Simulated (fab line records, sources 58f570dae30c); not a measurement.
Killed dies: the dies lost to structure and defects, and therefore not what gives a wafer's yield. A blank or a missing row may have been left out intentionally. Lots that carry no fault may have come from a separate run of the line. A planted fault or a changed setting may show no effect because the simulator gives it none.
Which tool is to blame? ; flow berkeleyCmos170 ; 42 wafers from 14 lots sampled at 2 of the route's 331 steps

WHAT EACH GAUGE READ, for each wafer
UCB170_PSD_CD_MEAS_06: target cd 1200 nm. Usual: 1199.8 nm for cdNm, sd 1.3.
lot;measured;on;cdNm (nm);flag
L189;day 7 17:58;cdSem-01;1200.7 1199.8 1200.3;
L190;day 8 02:15;cdSem-02;1200.6 1200.9 1201.1;
L192;day 8 02:31;cdSem-02;1199.1 1199.1 1198.8;
L194;day 8 08:44;cdSem-02;1199.6 1201.3 1200.7;
L193;day 8 09:03;cdSem-01;1200.8 1201.1 1201.7;
L196;day 8 22:08;cdSem-01;1212.2 1211.9 1211.6;OFF
L199;day 9 14:10;cdSem-02;1197.7 1197.4 1198.0;
L200;day 9 15:26;cdSem-01;1213.1 1212.3 1213.1;OFF
L202;day 10 11:59;cdSem-01;1201.0 1199.0 1199.2;
L207;day 11 03:13;cdSem-01;1200.9 1199.5 1200.9;
L208;day 11 15:19;cdSem-01;1199.8 1198.3 1199.3;
L212;day 12 14:58;cdSem-01;1198.2 1199.4 1198.3;
L210;day 12 15:16;cdSem-02;1198.6 1198.9 1200.0;
L211;day 12 15:50;cdSem-02;1199.3 1201.5 1199.9;

TOOL THAT RAN EACH LOT (tool first, then ch and the chambers of the sampled wafers, then the start)
lot;UCB170_PSD_PEB_04
L189;lithoTrack-03 ch 0, day 7 17:41
L190;lithoTrack-02 ch 0, day 8 01:59
L192;lithoTrack-02 ch 0, day 8 02:14
L194;lithoTrack-03 ch 0, day 8 08:28
L193;lithoTrack-03 ch 0, day 8 08:47
L196;lithoTrack-03 ch 0, day 8 21:52
L199;lithoTrack-02 ch 0, day 9 13:53
L200;lithoTrack-03 ch 0, day 9 15:07
L202;lithoTrack-02 ch 0, day 10 11:43
L207;lithoTrack-01 ch 0, day 11 02:57
L208;lithoTrack-01 ch 0, day 11 15:03
L212;lithoTrack-03 ch 0, day 12 14:41
L210;lithoTrack-03 ch 0, day 12 14:59
L211;lithoTrack-03 ch 0, day 12 15:34
- UCB170_PSD_PEB_04

AS READ BY THE TOOLS THEMSELVES (means over the sampled wafers that have a number; for cases with no such wafer, the mark the record gives instead)
UCB170_PSD_PEB_04. Usual: 56.79 W for heaterPowerTotalW, sd 0.045.
lot;tool;heaterPowerTotalW (W);flag
L189;lithoTrack-03;56.79;
L190;lithoTrack-02;56.78;
L192;lithoTrack-02;56.79;
L194;lithoTrack-03;56.82;
L193;lithoTrack-03;56.77;
L196;lithoTrack-03;56.77;
L199;lithoTrack-02;56.79;
L200;lithoTrack-03;56.80;
L202;lithoTrack-02;56.84;
L207;lithoTrack-01;56.80;
L208;lithoTrack-01;56.80;
L212;lithoTrack-03;56.84;
L210;lithoTrack-03;56.81;
L211;lithoTrack-03;56.77;

THE ANSWER, worked out from the rows above alone
Rule: lot off if the mean of its wafers having a number is beyond 3 standard deviations from the usual mean. Also off: a lot with no number at a reading for which 4 or more lots have one. Where the step has rows for the other lots, those lots are counted as sound. First the gauges in route order, then the tools' own readings, where a lot's mean is used as printed above. At the first step where some lot is off, the reading lying furthest off is the one used; lots without a number count as furthest.
Off: L196, L200, at UCB170_PSD_CD_MEAS_06 (cdNm).
If a tool, at a process step before that reading, ran all the lots that are off and no sound lot after the first of them, it fits. Gauges at UCB170_PSD_CD_MEAS_06: tried the same way as those tools. Not one of the candidates tried fits.

WHAT WAS PUT IN BY THE SIMULATOR
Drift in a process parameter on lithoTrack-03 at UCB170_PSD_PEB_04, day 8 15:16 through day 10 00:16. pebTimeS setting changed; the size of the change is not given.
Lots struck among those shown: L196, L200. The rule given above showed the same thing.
